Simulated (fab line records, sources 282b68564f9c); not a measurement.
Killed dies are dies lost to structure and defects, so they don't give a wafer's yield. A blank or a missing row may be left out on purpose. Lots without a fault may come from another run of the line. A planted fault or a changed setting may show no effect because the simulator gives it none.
A struck lot beside a sound one | flow rit_cmos | 44 steps out of a route of 202
Sound: wafers L894.1, L894.2, L894.6. Struck: wafers L905.1, L905.2, L905.5. The cause comes at the end.
At each step with rows: each side's tool, then ch and its chambers, then its first start. Under that, the readings that differ: sound wafers | struck wafers | difference of the means | sigmas: that difference in standard deviations of wafers without a fault.
alike: readings whose means differ by less than 2 such deviations, and words and numbers that are the same on both sides. not compared: withheld readings, readings that some wafer has no value for, bounds like >300 that may hide the same value, and numbers for which the record gives no deviation and whose values overlap.
The two part at a step that has a row with sigmas, a row that says differs or no value, or rows on one side only. Numbers that don't overlap but have no deviation are shown without sigmas and don't part them. A reading that every wafer of one side lacks parts them only if that side has two wafers or more.

first, 3 steps without rows for these wafers: RIT_REOX_CLEAN_01 (cleans in dHF, time 30 s); RIT_REOX_CLEAN_02 (cleans in SC2, time 600 s); RIT_REOX_OXIDATION_03 (target thk 25.2 nm, ox time 5580 s).
RIT_REOX_THK_MEAS_04:
  sound on film_metro-02, day 3 18:23; struck on film_metro-03, day 6 01:39
  alike: REOX_OXIDE_THK
then, 6 steps without rows for these wafers: RIT_NLDD_HMDS_00 (prime time 60 s); RIT_NLDD_COAT_01 (resist thk 1013 nm); RIT_NLDD_SOFTBAKE_02 (time 60 s); RIT_NLDD_EXPOSE_03 (exposes mask M7, target cd 40700 nm); RIT_NLDD_PEB_04; RIT_NLDD_DEVELOP_05 (develop time 50 s).
RIT_NLDD_OVL_MEAS_06:
  sound on overlay-02, day 3 19:25; struck on overlay-01, day 6 02:34
  alike: NLDD_OVL
then, 1 step without rows for these wafers: RIT_NLDD_HARDBAKE_07 (time 60 s).
RIT_NLDD_IMPLANT_08:
  sound on implanter-03 ch 0, day 3 19:36; struck on implanter-03 ch 0, day 6 02:44
  reading                   | sound                | struck               | difference | sigmas
  beam_energy_keV           | 19.987 19.995 19.981 | 21.575 21.576 21.575 | +1.588     | +99 or more
  model.implant.rp_nm (nm)  | 27.29 27.29 27.29    | 29.07 29.07 29.07    | +1.78      |
  model.implant.drp_nm (nm) | 12.97 12.97 12.97    | 13.57 13.57 13.57    | +0.60      |
  alike: dose_ions_cm2
RIT_NLDD_STRIP_09: strips in O2, time 180 s.
  sound on plasma_asher-03 ch 0,1, day 3 19:45; struck on plasma_asher-04 ch 0,1, day 6 02:53
  alike: drypump_motor_current_A
  not compared: rf_hours_counter_h
RIT_NLDD_TW_MEAS_10:
  sound on film_metro-01, day 3 19:55; struck on film_metro-01, day 6 03:04
  alike: NLDD_TW
then, 6 steps without rows for these wafers: RIT_PLDD_HMDS_00 (prime time 60 s); RIT_PLDD_COAT_01 (resist thk 1000 nm); RIT_PLDD_SOFTBAKE_02 (time 60 s); RIT_PLDD_EXPOSE_03 (exposes mask M8, target cd 40900 nm); RIT_PLDD_PEB_04; RIT_PLDD_DEVELOP_05 (develop time 50 s).
RIT_PLDD_OVL_MEAS_06:
  sound on overlay-01, day 3 20:50; struck on overlay-02, day 6 04:09
  alike: PLDD_OVL
then, 2 steps without rows for these wafers: RIT_PLDD_HARDBAKE_07 (time 60 s); RIT_PLDD_IMPLANT_08.
RIT_PLDD_STRIP_09: strips in O2, time 180 s.
  sound on plasma_asher-02 ch 0,1, day 3 21:10; struck on plasma_asher-04 ch 0,1, day 6 04:29
  alike: drypump_motor_current_A
  not compared: rf_hours_counter_h
RIT_PLDD_TW_MEAS_10:
  sound on film_metro-04, day 3 21:20; struck on film_metro-01, day 6 04:40
  reading | sound          | struck         | difference | sigmas
  PLDD_TW | 2296 2305 2307 | 2370 2366 2372 | +67        | +2
then, 4 steps without rows for these wafers: RIT_SPACER_CLEAN_00 (cleans in SC1, time 600 s); RIT_SPACER_CLEAN_01 (cleans in dHF, time 30 s); RIT_SPACER_CLEAN_02 (cleans in SC2, time 600 s); RIT_SPACER_CVD_03 (deposits Si3N4 from SiH2Cl2/NH3, target thk 250 nm, time 3300 s).
RIT_SPACER_THK_MEAS_04:
  sound on film_metro-02, day 3 23:41; struck on film_metro-02, day 6 07:00
  alike: SPACER_NITRIDE_THK
RIT_SPACER_ETCHBACK_05: etches Si3N4 in SF6/CHF3, stops on SiO2, target depth 250 nm, time 240 s.
  sound on rie_diel-01 ch 1,2,3, day 3 23:45; struck on rie_diel-01 ch 2,3, day 6 07:04
  alike: drypump_motor_current_A, oes_product_au, throttle_valve_pct
  not compared: rf_hours_counter_h
then, 6 steps without rows for these wafers: RIT_NSD_HMDS_00 (prime time 60 s); RIT_NSD_COAT_01 (resist thk 1000 nm); RIT_NSD_SOFTBAKE_02 (time 60 s); RIT_NSD_EXPOSE_03 (exposes mask M9, target cd 40700 nm); RIT_NSD_PEB_04; RIT_NSD_DEVELOP_05 (develop time 50 s).
RIT_NSD_OVL_MEAS_06:
  sound on overlay-01, day 4 00:52; struck on overlay-02, day 6 08:05
  reading      | sound       | struck         | difference | sigmas
  NSD_OVL (nm) | 3.1 2.7 1.0 | -0.8 -0.8 -1.5 | -3.3       | -2
then, 2 steps without rows for these wafers: RIT_NSD_HARDBAKE_07 (time 60 s); RIT_NSD_IMPLANT_08.
RIT_NSD_STRIP_09: strips in O2, time 180 s.
  sound on plasma_asher-04 ch 0,1, day 4 01:13; struck on plasma_asher-02 ch 0,1, day 6 08:26
  reading                     | sound       | struck      | difference | sigmas
  drypump_motor_current_A (A) | 5.4 6.6 6.6 | 5.4 5.1 5.1 | -1.0       | -2
  not compared: rf_hours_counter_h
RIT_SDANNEAL_RS_MEAS_07: measures by four-point-probe.
  sound on film_metro-02, day 4 03:46; struck on film_metro-02, day 6 11:12
  reading          | sound             | struck            | difference | sigmas
  NLDD_RS (ohm/sq) | 152.3 152.6 152.6 | 150.4 150.1 150.6 | -2.1       | -5
RIT_M1_PROBE_99:
  sound on prober-02, day 4 10:39; struck on prober-01, day 6 18:12
  reading                      | sound             | struck            | difference | sigmas
  model.etest.nldd.rs_ohm_sq   | 384.7 388.4 376.3 | 335.7 331.1 330.6 | -50.7      |
  model.etest.nldd.line_ohm_um | 117.8 120 115.2   | 105.1 101.3 101.5 | -15.0      |
  alike: killed_at_M0_to_M3, killed_at_front_end, killed_dies, killed_open, killed_short

WHERE THEY PART
First at RIT_NLDD_IMPLANT_08; last, within this record, at RIT_SDANNEAL_RS_MEAS_07. Later steps at which nothing parts them and some readings are alike: RIT_M1_PROBE_99.

WHY: what the simulator had put in
Process parameter drift: implanter-03, from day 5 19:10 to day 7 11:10, at RIT_NLDD_IMPLANT_08. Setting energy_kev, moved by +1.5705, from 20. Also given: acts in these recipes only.
